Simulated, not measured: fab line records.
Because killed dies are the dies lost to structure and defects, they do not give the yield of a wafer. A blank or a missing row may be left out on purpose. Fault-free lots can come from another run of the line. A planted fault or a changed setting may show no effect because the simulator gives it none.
Tool commonality check -- flow berkeley-cmos170 -- Sample size 13 lots and 39 wafers

== WHAT PROMPTED THE OPENING ==
1 of 13 lots carry a flag on the reading NVT_TW at UCB170_NVT_TW_MEAS_09. No-fault wafers: 522, standard deviation 6.6.
Rule: a lot gets a flag if all its wafers with a number sit over 4 standard deviations from that mean, or if no wafer of it has a number. The rest of the lots are taken to be sound.

lot,measured,on,"NVT_TW, wafer by wafer",flag
L518,day 6 11:57,film-metro-04,530 528 532,
L517,day 6 12:13,film-metro-02,519 521 523,
L520,day 7 00:00,film-metro-04,527 527 528,
L523,day 7 10:13,film-metro-03,512 512 513,
L522,day 7 10:14,film-metro-02,520 522 519,
L526,day 8 13:44,film-metro-02,30 30 30,FLAGGED
L525,day 8 13:56,film-metro-04,530 528 526,
L528,day 9 08:11,film-metro-04,527 526 527,
L536,day 10 19:22,film-metro-04,533 529 529,
L537,day 11 01:47,film-metro-04,526 529 524,
L538,day 11 01:53,film-metro-04,529 531 527,
L540,day 11 14:26,film-metro-04,528 530 527,
L539,day 11 14:43,film-metro-02,520 519 517,
Average over the flagged lots: 30; offset from the usual -492, equal to -75 standard deviations.

== WHICH TOOL EACH LOT WENT THROUGH ==
The record holds 1 process step before the reading, out of a route of 331 steps. Every cell lists first the tool, next ch and the chambers used by the sampled wafers, and last the start.
lot,flag,UCB170_NVT_EXPOSE_03
L518,,"krf-scanner-01 ch 0, day 6 11:16"
L517,,"krf-scanner-02 ch 0, day 6 11:31"
L520,,"krf-scanner-02 ch 0, day 6 23:07"
L523,,"krf-scanner-02 ch 0, day 7 09:08"
L522,,"krf-scanner-02 ch 0, day 7 09:12"
L526,FLAGGED,"krf-scanner-02 ch 0, day 8 12:52"
L525,,"krf-scanner-01 ch 0, day 8 13:04"
L528,,"krf-scanner-01 ch 0, day 9 06:37"
L536,,"krf-scanner-02 ch 0, day 10 18:41"
L537,,"krf-scanner-02 ch 0, day 11 01:06"
L538,,"krf-scanner-02 ch 0, day 11 01:13"
L540,,"krf-scanner-01 ch 0, day 11 13:17"
L539,,"krf-scanner-02 ch 0, day 11 13:34"
What these steps do:
- UCB170_NVT_EXPOSE_03: exposes mask PWELL, target cd 3000 nm.
- UCB170_NVT_TW_MEAS_09

== FLAGGED AGAINST TOTAL, ONE TOOL AT A TIME (gauges that did the reading follow at the end) ==
step,tool,lots run,flagged,share of the flagged lots,sound lots run after its first flagged lot
UCB170_NVT_EXPOSE_03,krf-scanner-01,4,0,none,-
UCB170_NVT_EXPOSE_03,krf-scanner-02,9,1,all,"4 (L536,L537,L538,L539)"
UCB170_NVT_TW_MEAS_09,film-metro-02,4,1,all,1 (L539)
UCB170_NVT_TW_MEAS_09,film-metro-03,1,0,none,-
UCB170_NVT_TW_MEAS_09,film-metro-04,8,0,none,-

== THE TABLE: WHAT IT ALLOWS ==
Every flagged lot went through 2 rows of the table: krf-scanner-02 at UCB170_NVT_EXPOSE_03 and film-metro-02 at UCB170_NVT_TW_MEAS_09.
- krf-scanner-02 at UCB170_NVT_EXPOSE_03 ran 9 lots, 1 of them flagged. Sound lots followed the first flagged one (L536, L537, L538, L539) on it, something a lasting fault affecting the whole tool could not allow.
- film-metro-02 at UCB170_NVT_TW_MEAS_09 ran 4 lots, 1 of them flagged. Sound lots followed the first flagged one (L539) on it, something a lasting fault affecting the whole tool could not allow.
Not one row of the table ran every flagged lot while running no sound lot after the first.

== WHAT THE SIMULATOR HAD PUT IN ==
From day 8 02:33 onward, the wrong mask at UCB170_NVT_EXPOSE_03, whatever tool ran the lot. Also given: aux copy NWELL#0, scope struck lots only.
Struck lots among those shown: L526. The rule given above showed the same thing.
